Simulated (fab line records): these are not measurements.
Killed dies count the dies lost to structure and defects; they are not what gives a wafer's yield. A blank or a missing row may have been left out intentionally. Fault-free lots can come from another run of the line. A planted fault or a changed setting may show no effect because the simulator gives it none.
Shared-tool check || flow ritCmos || 16 lots, 48 wafers sampled

REASON IT WAS OPENED
RIT_SPACER_THK_MEAS_04, reading SPACER_NITRIDE_THK: flagged on 4 of 16 lots. Fault-free wafers read 249.3 nm, with a standard deviation of 2.4.
Rule: a lot is flagged when every wafer of it that has a number lies more than 4 standard deviations from that mean, or none has a number. The rest of the lots are taken to be sound.

{"lot": "L552", "measured": "day 2 21:34", "on": "filmMetro-03", "SPACER_NITRIDE_THK (nm), wafer by wafer": "247.8 248.2 247.8", "flag": ""}
{"lot": "L555", "measured": "day 3 13:47", "on": "filmMetro-04", "SPACER_NITRIDE_THK (nm), wafer by wafer": "252.0 250.4 251.4", "flag": ""}
{"lot": "L556", "measured": "day 3 17:40", "on": "filmMetro-03", "SPACER_NITRIDE_THK (nm), wafer by wafer": "250.4 251.9 250.5", "flag": ""}
{"lot": "L557", "measured": "day 3 22:55", "on": "filmMetro-02", "SPACER_NITRIDE_THK (nm), wafer by wafer": "252.3 252.1 252.1", "flag": ""}
{"lot": "L558", "measured": "day 4 03:17", "on": "filmMetro-03", "SPACER_NITRIDE_THK (nm), wafer by wafer": "250.0 249.6 247.0", "flag": ""}
{"lot": "L559", "measured": "day 4 08:22", "on": "filmMetro-04", "SPACER_NITRIDE_THK (nm), wafer by wafer": "250.5 251.3 250.1", "flag": ""}
{"lot": "L560", "measured": "day 4 14:31", "on": "filmMetro-04", "SPACER_NITRIDE_THK (nm), wafer by wafer": "249.3 249.4 253.3", "flag": ""}
{"lot": "L562", "measured": "day 4 22:56", "on": "filmMetro-04", "SPACER_NITRIDE_THK (nm), wafer by wafer": "248.4 248.5 251.3", "flag": ""}
{"lot": "L564", "measured": "day 5 09:20", "on": "filmMetro-02", "SPACER_NITRIDE_THK (nm), wafer by wafer": "277.5 278.2 279.3", "flag": "FLAGGED"}
{"lot": "L565", "measured": "day 5 17:11", "on": "filmMetro-03", "SPACER_NITRIDE_THK (nm), wafer by wafer": "250.3 251.7 250.1", "flag": ""}
{"lot": "L566", "measured": "day 5 22:07", "on": "filmMetro-04", "SPACER_NITRIDE_THK (nm), wafer by wafer": "281.4 279.5 283.2", "flag": "FLAGGED"}
{"lot": "L567", "measured": "day 6 01:01", "on": "filmMetro-02", "SPACER_NITRIDE_THK (nm), wafer by wafer": "274.9 276.3 275.9", "flag": "FLAGGED"}
{"lot": "L568", "measured": "day 6 06:40", "on": "filmMetro-04", "SPACER_NITRIDE_THK (nm), wafer by wafer": "281.3 279.8 283.6", "flag": "FLAGGED"}
{"lot": "L569", "measured": "day 6 12:23", "on": "filmMetro-04", "SPACER_NITRIDE_THK (nm), wafer by wafer": "249.9 248.4 250.0", "flag": ""}
{"lot": "L574", "measured": "day 7 12:29", "on": "filmMetro-02", "SPACER_NITRIDE_THK (nm), wafer by wafer": "251.3 252.2 252.0", "flag": ""}
{"lot": "L575", "measured": "day 7 17:17", "on": "filmMetro-04", "SPACER_NITRIDE_THK (nm), wafer by wafer": "246.7 245.5 244.0", "flag": ""}
On average the flagged lots' numbers are 279.2 nm, which is +29.9 nm against the usual, or +12 standard deviations.

EACH LOT AND THE TOOL IT RAN ON
The record keeps 1 process step preceding the reading, out of 202 steps on the route. Read each cell as the tool, then ch plus the chambers that the sampled wafers visited, then the start.
{"lot": "L552", "flag": "", "RIT_SPACER_CVD_03": "lpcvd-01 ch 1, day 2 19:38"}
{"lot": "L555", "flag": "", "RIT_SPACER_CVD_03": "lpcvd-01 ch 1, day 3 11:52"}
{"lot": "L556", "flag": "", "RIT_SPACER_CVD_03": "lpcvd-02 ch 0, day 3 15:44"}
{"lot": "L557", "flag": "", "RIT_SPACER_CVD_03": "lpcvd-01 ch 0, day 3 20:59"}
{"lot": "L558", "flag": "", "RIT_SPACER_CVD_03": "lpcvd-01 ch 0, day 4 01:21"}
{"lot": "L559", "flag": "", "RIT_SPACER_CVD_03": "lpcvd-02 ch 1, day 4 06:27"}
{"lot": "L560", "flag": "", "RIT_SPACER_CVD_03": "lpcvd-02 ch 1, day 4 12:36"}
{"lot": "L562", "flag": "", "RIT_SPACER_CVD_03": "lpcvd-01 ch 0, day 4 21:01"}
{"lot": "L564", "flag": "FLAGGED", "RIT_SPACER_CVD_03": "lpcvd-01 ch 0, day 5 07:25"}
{"lot": "L565", "flag": "", "RIT_SPACER_CVD_03": "lpcvd-02 ch 1, day 5 15:15"}
{"lot": "L566", "flag": "FLAGGED", "RIT_SPACER_CVD_03": "lpcvd-01 ch 0, day 5 20:11"}
{"lot": "L567", "flag": "FLAGGED", "RIT_SPACER_CVD_03": "lpcvd-01 ch 0, day 5 23:06"}
{"lot": "L568", "flag": "FLAGGED", "RIT_SPACER_CVD_03": "lpcvd-01 ch 0, day 6 04:46"}
{"lot": "L569", "flag": "", "RIT_SPACER_CVD_03": "lpcvd-02 ch 0, day 6 10:29"}
{"lot": "L574", "flag": "", "RIT_SPACER_CVD_03": "lpcvd-02 ch 0, day 7 10:34"}
{"lot": "L575", "flag": "", "RIT_SPACER_CVD_03": "lpcvd-02 ch 1, day 7 15:22"}
What the steps here do:
- RIT_SPACER_CVD_03: deposits Si3N4 from SiH2Cl2/NH3, target thk 250 nm, time 3300 s.
- RIT_SPACER_THK_MEAS_04

FLAGGED AGAINST TOTAL, ONE TOOL AT A TIME (gauges that did the reading follow at the end)
{"step": "RIT_SPACER_CVD_03", "tool": "lpcvd-01", "lots run": 9, "flagged": 4, "share of the flagged lots": "all", "sound lots run after its first flagged lot": 0}
{"step": "RIT_SPACER_CVD_03", "tool": "lpcvd-02", "lots run": 7, "flagged": 0, "share of the flagged lots": "none", "sound lots run after its first flagged lot": "-"}
{"step": "RIT_SPACER_THK_MEAS_04", "tool": "filmMetro-02", "lots run": 4, "flagged": 2, "share of the flagged lots": "some", "sound lots run after its first flagged lot": "1 (L574)"}
{"step": "RIT_SPACER_THK_MEAS_04", "tool": "filmMetro-03", "lots run": 4, "flagged": 0, "share of the flagged lots": "none", "sound lots run after its first flagged lot": "-"}
{"step": "RIT_SPACER_THK_MEAS_04", "tool": "filmMetro-04", "lots run": 8, "flagged": 2, "share of the flagged lots": "some", "sound lots run after its first flagged lot": "2 (L569,L575)"}

WHAT IS ALLOWED BY THE TABLE
In the table, 1 row covers all flagged lots: lpcvd-01 at RIT_SPACER_CVD_03.
- lpcvd-01 at RIT_SPACER_CVD_03 ran 9 lots, 4 of them flagged. It ran its last sound lot, L562, at day 4 21:01 and its first flagged lot, L564, at day 5 07:25: a fault with its onset between the two fits.
One tool is left: lpcvd-01 at RIT_SPACER_CVD_03.

WHAT THE SIMULATOR HAD PUT IN
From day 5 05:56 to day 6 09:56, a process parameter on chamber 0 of lpcvd-01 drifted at RIT_SPACER_CVD_03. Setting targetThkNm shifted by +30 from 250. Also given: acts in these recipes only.
Struck lots among those shown: L564, L566, L567, L568. The same result came from the rule above.
